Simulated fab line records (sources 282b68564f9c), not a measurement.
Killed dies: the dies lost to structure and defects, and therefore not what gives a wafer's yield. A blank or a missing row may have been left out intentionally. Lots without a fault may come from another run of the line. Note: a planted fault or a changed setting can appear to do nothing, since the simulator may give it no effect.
fab line records -- flow rit-cmos
[record] lots = 7, wafers = 21, last-day = 7
route steps=202 shown SILICIDE@167 CONTACT@168
lots with no fault: from the same line, run without faults
start-h: hours from the record's first day to the start of the lot's first wafer shown -- wait-h: how many hours have passed since the lot's step before this one -- " as in the row above -- L1.1+2: a row that stands for several wafers -- - no value present, or no start provided -- * or withheld: withheld -- < > ~ a bound
route shown NAME@n: a module of which the file shows steps, and the number in the route of the first -- usual: the fault-free wafers' mean and standard deviation -- same: alike in all rows -- chamber/n: place in a boat -- sites: readings site by site -- _std_site: their standard deviation -- _edge_site: outer sites' mean less inner sites' -- radius-mm: for every site, how far away it sits from the centre of the wafer -- mask NAME#n: copy n -- behind: the most recent tool/chamber to have shaped the wafer -- hold: what put the lot on hold/how long, in hours/how the hold closed -- device: which transistor (n, p or np) failed to switch -- end of line: the tests these same wafers got at the end of their route -- for a step that has no rows: nothing shown but its recipe -- killed: not the wafer's yield, but the dies lost to structure and defects at the first sort -- map: the dies of a wafer, with x for killed, . for not killed, _ for no die there
set.NAME: the setting that was run; set.NAME@STEP: the one run at that earlier step -- model.NAME: the simulator's own value behind a step, which no gauge read
lots at selected steps of the route; one table per step, one row per wafer
services: the hour from which a tool's chamber was out of use, counted from the record's first day as start-h (under 0 if before that day), plus the number of hours and why
[[steps]]
[step RIT_SILICIDE_RTA_06]
[recipe] temp-c = 750, time-s = 10, idle-temp-c = 25, ramp-up-s = 5, ramp-down-s = 10, cool-to-c = 25, ambient = N2
[usual] wafer_temp_C_max = 753.1/0.77
lot.wafer,tool,chamber,start-h,wait-h,wafer_temp_C_max
L803.3,rtp-anneal-01,0,72.52,0.0,754.0
L803.5,rtp-anneal-01,0,72.52,0.0,756.6
L803.6,rtp-anneal-01,0,72.52,0.0,754.7
L805.3,rtp-anneal-01,0,85.03,0.0,752.4
L805.4,rtp-anneal-01,0,85.03,0.0,753.0
L805.5,rtp-anneal-01,0,85.03,0.0,752.9
L812.1,rtp-anneal-02,0,116.58,0.0,753.4
L812.3,rtp-anneal-02,0,116.58,0.0,753.1
L812.6,rtp-anneal-02,0,116.58,0.0,752.5
L817.2,rtp-anneal-01,0,140.05,0.0,753.2
L817.4,rtp-anneal-01,0,140.05,0.0,753.4
L817.5,rtp-anneal-01,0,140.05,0.0,754.0
L818.2,rtp-anneal-02,0,147.01,0.0,753.2
L818.3,rtp-anneal-02,0,147.01,0.0,751.9
L818.4,rtp-anneal-02,0,147.01,0.0,752.3
L819.1,rtp-anneal-01,0,151.52,0.0,753.6
L819.2,rtp-anneal-01,0,151.52,0.0,753.2
L819.6,rtp-anneal-01,0,151.52,0.0,753.4
L822.2,rtp-anneal-02,0,166.44,0.0,752.8
L822.3,rtp-anneal-02,0,166.44,0.0,752.4
L822.6,rtp-anneal-02,0,166.44,0.0,752.1
[step RIT_CONTACT_CVD_00]
[recipe] material = SiO2, target-thk-nm = 400, precursor = TEOS, temp-c = 390, time-s = 61, rf-w = 400
[usual] heater-power-w = 331/45
lot.wafer,tool,chamber,start-h,wait-h,heater-power-w,since-wet-clean-h
L803.3,pecvd-04,1,72.57,0.0,314,1409
L803.5,pecvd-04,1,72.57,0.0,333,-
L803.6,pecvd-04,2,72.57,0.0,326,-
L805.3,pecvd-03,1,85.08,0.0,311,640
L805.4,pecvd-03,0,85.08,0.0,402,-
L805.5,pecvd-03,1,85.08,0.0,325,-
L812.1,pecvd-04,0,116.65,0.1,336,1453
L812.3,pecvd-04,2,116.65,0.1,290,1453
L812.6,pecvd-04,2,116.65,0.1,300,-
L817.2,pecvd-03,2,140.11,0.0,321,695
L817.4,pecvd-03,2,140.11,0.0,234,-
L817.5,pecvd-03,1,140.11,0.0,348,-
L818.2,pecvd-04,0,147.06,0.0,333,1483
L818.3,pecvd-04,2,147.06,0.0,326,1483
L818.4,pecvd-04,2,147.06,0.0,337,-
L819.1,pecvd-02,0,151.59,0.1,436,1097
L819.2,pecvd-02,2,151.59,0.1,289,1097
L819.6,pecvd-02,1,151.59,0.1,324,-
L822.2,pecvd-02,2,166.49,0.0,273,1112
L822.3,pecvd-02,0,166.49,0.0,426,1112
L822.6,pecvd-02,0,166.49,0.0,328,-
[step RIT_CONTACT_THK_MEAS_01]
[recipe] reads = SiO2_of_CONTACT_CVD_00
[usual] CONTACT_TEOS_THK = 399/5.2
lot.wafer,tool,chamber,start-h,wait-h,CONTACT_TEOS_THK[nm]
L803.3,film-metro-01,-,72.64,0.0,406
L803.5,film-metro-01,-,72.64,0.0,410
L803.6,film-metro-01,-,72.64,0.0,412
L805.3,film-metro-03,-,85.15,0.0,400
L805.4,film-metro-03,-,85.15,0.0,400
L805.5,film-metro-03,-,85.15,0.0,408
L812.1,film-metro-01,-,116.70,0.0,398
L812.3,film-metro-01,-,116.70,0.0,392
L812.6,film-metro-01,-,116.70,0.0,397
L817.2,film-metro-04,-,140.17,0.0,386
L817.4,film-metro-04,-,140.17,0.0,390
L817.5,film-metro-04,-,140.17,0.0,399
L818.2,film-metro-04,-,147.12,0.0,396
L818.3,film-metro-04,-,147.12,0.0,401
L818.4,film-metro-04,-,147.12,0.0,400
L819.1,film-metro-03,-,151.64,0.0,392
L819.2,film-metro-03,-,151.64,0.0,393
L819.6,film-metro-03,-,151.64,0.0,399
L822.2,film-metro-04,-,166.55,0.0,397
L822.3,film-metro-04,-,166.55,0.0,395
L822.6,film-metro-04,-,166.55,0.0,405
[step RIT_CONTACT_HMDS_02]
[recipe] prime-time-s = 60, prime-temp-c = 140
[step RIT_CONTACT_COAT_03]
[recipe] resist = NOVOLAK, spin-rpm = 3250, resist-thk-nm = 1000
[step RIT_CONTACT_SOFTBAKE_04]
[recipe] resist = NOVOLAK, temp-c = 90, time-s = 60
[step RIT_CONTACT_EXPOSE_05]
[recipe] mask-id = M11, na = 0.6, source-shape = conventional, sigma-outer = 0.5, target-cd-nm = 1000, dose-mj = 250
[step RIT_CONTACT_PEB_06]
[recipe] resist = NOVOLAK, temp-c = withheld, time-s = withheld
[step RIT_CONTACT_DEVELOP_07]
[recipe] resist = NOVOLAK, develop-time-s = 120, dev-temp-c = 24.08
[step RIT_CONTACT_CD_MEAS_08]
[recipe] target-cd-nm = 1000
[usual] cd-nm = 998.4/2.3
lot.wafer,tool,chamber,start-h,wait-h,cd-nm
L803.3,cd-sem-01,-,73.69,-,999.6
L803.5,cd-sem-01,-,73.69,-,999.6
L803.6,cd-sem-01,-,73.69,-,998.9
L805.3,cd-sem-01,-,86.20,-,1001.7
L805.4,cd-sem-01,-,86.20,-,1002.0
L805.5,cd-sem-01,-,86.20,-,1001.5
L812.1,cd-sem-01,-,117.72,-,998.3
L812.3,cd-sem-01,-,117.72,-,996.9
L812.6,cd-sem-01,-,117.72,-,997.9
L817.2,cd-sem-01,-,141.20,-,1003.1
L817.4,cd-sem-01,-,141.20,-,1003.0
L817.5,cd-sem-01,-,141.20,-,1001.4
L818.2,cd-sem-01,-,148.16,-,997.7
L818.3,cd-sem-01,-,148.16,-,996.4
L818.4,cd-sem-01,-,148.16,-,994.5
L819.1,cd-sem-01,-,152.79,-,996.9
L819.2,cd-sem-01,-,152.79,-,994.3
L819.6,cd-sem-01,-,152.79,-,994.8
L822.2,cd-sem-01,-,167.59,-,998.3
L822.3,cd-sem-01,-,167.59,-,996.2
L822.6,cd-sem-01,-,167.59,-,998.5
[step RIT_CONTACT_OVL_MEAS_09]
[usual] CONTACT_OVL = -0.4/1.4
lot.wafer,tool,chamber,start-h,wait-h,CONTACT_OVL[nm]
L803.3,overlay-02,-,73.78,0.1,-2.8
L803.5,overlay-02,-,73.78,0.1,-1.1
L803.6,overlay-02,-,73.78,0.1,-1.5
L805.3,overlay-01,-,86.29,0.1,0.1
L805.4,overlay-01,-,86.29,0.1,1.2
L805.5,overlay-01,-,86.29,0.1,-0.2
L812.1,overlay-02,-,117.84,0.1,0.3
L812.3,overlay-02,-,117.84,0.1,0.3
L812.6,overlay-02,-,117.84,0.1,-0.1
L817.2,overlay-02,-,141.31,0.1,-3.6
L817.4,overlay-02,-,141.31,0.1,-1.1
L817.5,overlay-02,-,141.31,0.1,-1.7
L818.2,overlay-02,-,148.27,0.1,-2.4
L818.3,overlay-02,-,148.27,0.1,-2.2
L818.4,overlay-02,-,148.27,0.1,0.0
L819.1,overlay-02,-,152.91,0.1,-2.7
L819.2,overlay-02,-,152.91,0.1,-0.7
L819.6,overlay-02,-,152.91,0.1,-1.9
L822.2,overlay-01,-,167.70,0.1,1.6
L822.3,overlay-01,-,167.70,0.1,0.5
L822.6,overlay-01,-,167.70,0.1,1.6
[step RIT_CONTACT_HARDBAKE_10]
[recipe] resist = NOVOLAK, temp-c = 140, time-s = 60
[step RIT_CONTACT_ETCH_11]
[recipe] target-depth-a = 4800, over-etch-frac = 0.2, stop-on = TiSi2, chemistry = CHF3/CF4/Ar, target = SiO2, CHF3_flow_sccm = 50, cf4-flow-sccm = 10, Ar_flow_sccm = 100, O2_flow_sccm = 5, pressure-mtorr = 100, rf-w = 200, time-s = 320
[usual] CHF3_flow_sccm = 50.01/0.14, O2_flow_sccm = 5.000/0.017, cf4-flow-sccm = 10.000/0.026, drypump-motor-current-A = 5.8/0.55, oes-product-au = 0.989/0.011, throttle-valve-pct = 8.85/0.11
lot.wafer,tool,chamber,start-h,wait-h,CHF3_flow_sccm,O2_flow_sccm,cf4-flow-sccm,drypump-motor-current-A,oes-product-au,rf-hours-counter-h,throttle-valve-pct,model.NOVOLAK_of_CONTACT_COAT_03.thk-nm
L803.3,rie-diel-03,2,73.95,0.1,50.17,5.020,9.994,5.9,1.012,61,9.01,772.6
L803.5,rie-diel-03,2,73.95,0.1,50.03,5.009,9.941,5.9,1.016,-,9.03,772.1
L803.6,rie-diel-03,1,73.95,0.1,50.11,4.973,10.005,5.0,0.972,-,8.71,770.2
L805.3,rie-diel-02,1,86.46,0.1,49.76,5.015,9.967,6.5,0.988,144,8.73,766
L805.4,rie-diel-02,3,86.46,0.1,49.90,4.996,9.974,5.8,0.999,93,8.99,769.1
L805.5,rie-diel-02,2,86.46,0.1,50.06,5.009,9.994,5.5,0.988,-,8.96,767.8
L812.1,rie-diel-02,0,118.03,0.1,49.83,4.987,10.025,4.8,0.996,72,8.74,766.7
L812.3,rie-diel-02,1,118.03,0.1,50.10,5.012,9.990,6.5,0.995,145,8.74,760.6
L812.6,rie-diel-02,1,118.03,0.1,49.98,4.986,10.061,6.5,0.984,-,8.74,762.1
L817.2,rie-diel-01,2,141.49,0.1,-,-,-,-,-,-,-,883.2
L817.4,rie-diel-01,1,141.49,0.1,-,-,-,-,-,-,-,883.7
L817.5,rie-diel-01,3,141.49,0.1,-,-,-,-,-,-,-,886.9
L818.2,rie-diel-02,1,148.45,0.1,-,-,-,-,-,-,-,886.7
L818.3,rie-diel-02,2,148.45,0.1,-,-,-,-,-,-,-,885.1
L818.4,rie-diel-02,3,148.45,0.1,-,-,-,-,-,-,-,887.8
L819.1,rie-diel-02,1,153.09,0.1,-,-,-,-,-,-,-,880.5
L819.2,rie-diel-02,0,153.09,0.1,-,-,-,-,-,-,-,880.6
L819.6,rie-diel-02,0,153.09,0.1,-,-,-,-,-,-,-,877.1
L822.2,rie-diel-03,2,167.88,0.1,50.22,5.011,10.000,5.9,1.013,61,9.01,770.2
L822.3,rie-diel-03,1,167.88,0.1,49.98,4.961,10.023,5.0,0.965,77,8.69,765.6
L822.6,rie-diel-03,3,167.88,0.1,49.87,5.030,10.034,6.2,0.978,-,8.94,764.6
[step RIT_CONTACT_STRIP_12]
[recipe] chemistry = O2, time-s = 180, resist = NOVOLAK, platen-temp-c = withheld, power-w = 500, pressure-mtorr = 4000, o2-flow-sccm = 4000
[usual] drypump-motor-current-A = 6.0/0.47
lot.wafer,tool,chamber,start-h,wait-h,drypump-motor-current-A,rf-hours-counter-h
L803.3,plasma-asher-01,1,74.21,0.2,6.4,-
L803.5,plasma-asher-01,0,74.21,0.2,6.6,-
L803.6,plasma-asher-01,1,74.21,0.2,6.4,-
L805.3,plasma-asher-01,1,86.71,0.2,6.4,-
L805.4,plasma-asher-01,0,86.71,0.2,6.7,-
L805.5,plasma-asher-01,1,86.71,0.2,6.4,-
L812.1,plasma-asher-04,0,118.23,0.1,5.7,49
L812.3,plasma-asher-04,1,118.23,0.1,5.4,-
L812.6,plasma-asher-04,1,118.23,0.1,5.4,-
L817.2,plasma-asher-04,1,141.68,0.1,5.4,51
L817.4,plasma-asher-04,0,141.68,0.1,5.8,-
L817.5,plasma-asher-04,1,141.68,0.1,5.4,-
L818.2,plasma-asher-01,0,148.64,0.1,6.6,51
L818.3,plasma-asher-01,1,148.64,0.1,6.4,-
L818.4,plasma-asher-01,0,148.64,0.1,6.6,-
L819.1,plasma-asher-03,0,153.29,0.1,6.3,4
L819.2,plasma-asher-03,1,153.29,0.1,5.6,4
L819.6,plasma-asher-03,0,153.29,0.1,6.3,-
L822.2,plasma-asher-04,0,168.07,0.1,5.7,53
L822.3,plasma-asher-04,0,168.07,0.1,5.8,-
L822.6,plasma-asher-04,1,168.07,0.1,5.4,-
[step RIT_CONTACT_CD_MEAS_90]
[recipe] target-cd-nm = 1000
[usual] cd-nm = 998.4/2.3
lot.wafer,tool,chamber,start-h,wait-h,cd-nm
L803.3,cd-sem-02,-,74.36,0.1,999.7
L803.5,cd-sem-02,-,74.36,0.1,999.4
L803.6,cd-sem-02,-,74.36,0.1,999.0
L805.3,cd-sem-02,-,86.87,0.1,1001.2
L805.4,cd-sem-02,-,86.87,0.1,1001.3
L805.5,cd-sem-02,-,86.87,0.1,1001.4
L812.1,cd-sem-01,-,118.40,0.1,998.3
L812.3,cd-sem-01,-,118.40,0.1,996.6
L812.6,cd-sem-01,-,118.40,0.1,997.9
L817.2,cd-sem-02,-,141.88,0.1,-
L817.4,cd-sem-02,-,141.88,0.1,-
L817.5,cd-sem-02,-,141.88,0.1,-
L818.2,cd-sem-02,-,148.83,0.1,-
L818.3,cd-sem-02,-,148.83,0.1,-
L818.4,cd-sem-02,-,148.83,0.1,-
L819.1,cd-sem-02,-,153.46,0.1,-
L819.2,cd-sem-02,-,153.46,0.1,-
L819.6,cd-sem-02,-,153.46,0.1,-
L822.2,cd-sem-02,-,168.27,0.1,997.8
L822.3,cd-sem-02,-,168.27,0.1,996.0
L822.6,cd-sem-02,-,168.27,0.1,997.9
[step RIT_CONTACT_CLEAN_13]
[recipe] chemistry = SC1, mix = 3:3:50, time-s = 600, temp-c = 75
[[services]]
tool,chamber,start-h,hours,kind
plasma-asher-03,-,52.92,0.6,repair
rie-diel-01,0,72.89,-,clean
rie-diel-01,0,72.89,-,consumable-replace:esc
rie-diel-01,0,72.89,21.3,scheduled-down
rie-diel-01,0,72.89,21.3,vent-cycle
plasma-asher-01,-,76.21,2.8,pm
pecvd-02,2,76.28,21.2,repair
rie-diel-03,1,79.70,9.6,repair
pecvd-04,-,82.15,1.2,repair
rie-diel-03,-,93.04,65.3,repair
pecvd-02,-,96.75,5.5,pm
plasma-asher-03,-,108.80,9.0,pm
plasma-asher-03,0,108.80,9.0,vent-cycle
plasma-asher-03,1,108.80,9.0,vent-cycle
plasma-asher-03,0,117.80,-,clean
plasma-asher-03,1,117.80,-,clean
rie-diel-01,2,120.15,6.0,repair
plasma-asher-04,-,125.93,8.0,repair
rie-diel-01,1,126.12,-,clean
rie-diel-01,1,126.12,12.5,scheduled-down
rie-diel-01,1,126.12,12.5,vent-cycle
plasma-asher-04,-,160.90,2.3,repair
plasma-asher-01,-,162.29,0.7,repair
[[key]]
[first-sign] step = RIT_CONTACT_ETCH_11, reading = tool-record, direction = missing
[effect] step = RIT_CONTACT_CD_MEAS_90, reading = cd-nm, direction = missing
[model-effect] step = RIT_CONTACT_ETCH_11, value = NOVOLAK_of_CONTACT_COAT_03.thk-nm, without = 769.6, struck = 883.5
met-at RIT_CONTACT_ETCH_11
struck-wafers L817.2,L817.4,L817.5,L818.2,L818.3,L818.4,L819.1,L819.2,L819.6
later-rows-left-out L817.2,L817.4,L817.5,L818.2,L818.3,L818.4,L819.1,L819.2,L819.6
sort-left-out L817.2,L817.4,L817.5,L818.2,L818.3,L818.4,L819.1,L819.2,L819.6
tester-left-out L817,L818,L819
onset-between 118.03 141.49
[fault] kind = skipped-step-whole, tool = rie-diel-01,rie-diel-02, chamber = -, onset-h = 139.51, steps = RIT_CONTACT_ETCH_11, scope = struck-lots-only
// tester-left-out: of these lots the tester's yield and bins aren't shown, on N5 and GAA mostly nor the transistor test; their killed dies are dies lost to structure and defects alone, not to doping, threshold or leakage, so they don't give the yield
// sort-left-out: the simulated sort isn't trusted on such a fault, so these wafers' sort isn't shown, and their yield isn't known
// later-rows-left-out: the simulator's readings of these wafers behind a module that went badly wrong aren't trusted and aren't shown, but for the sort
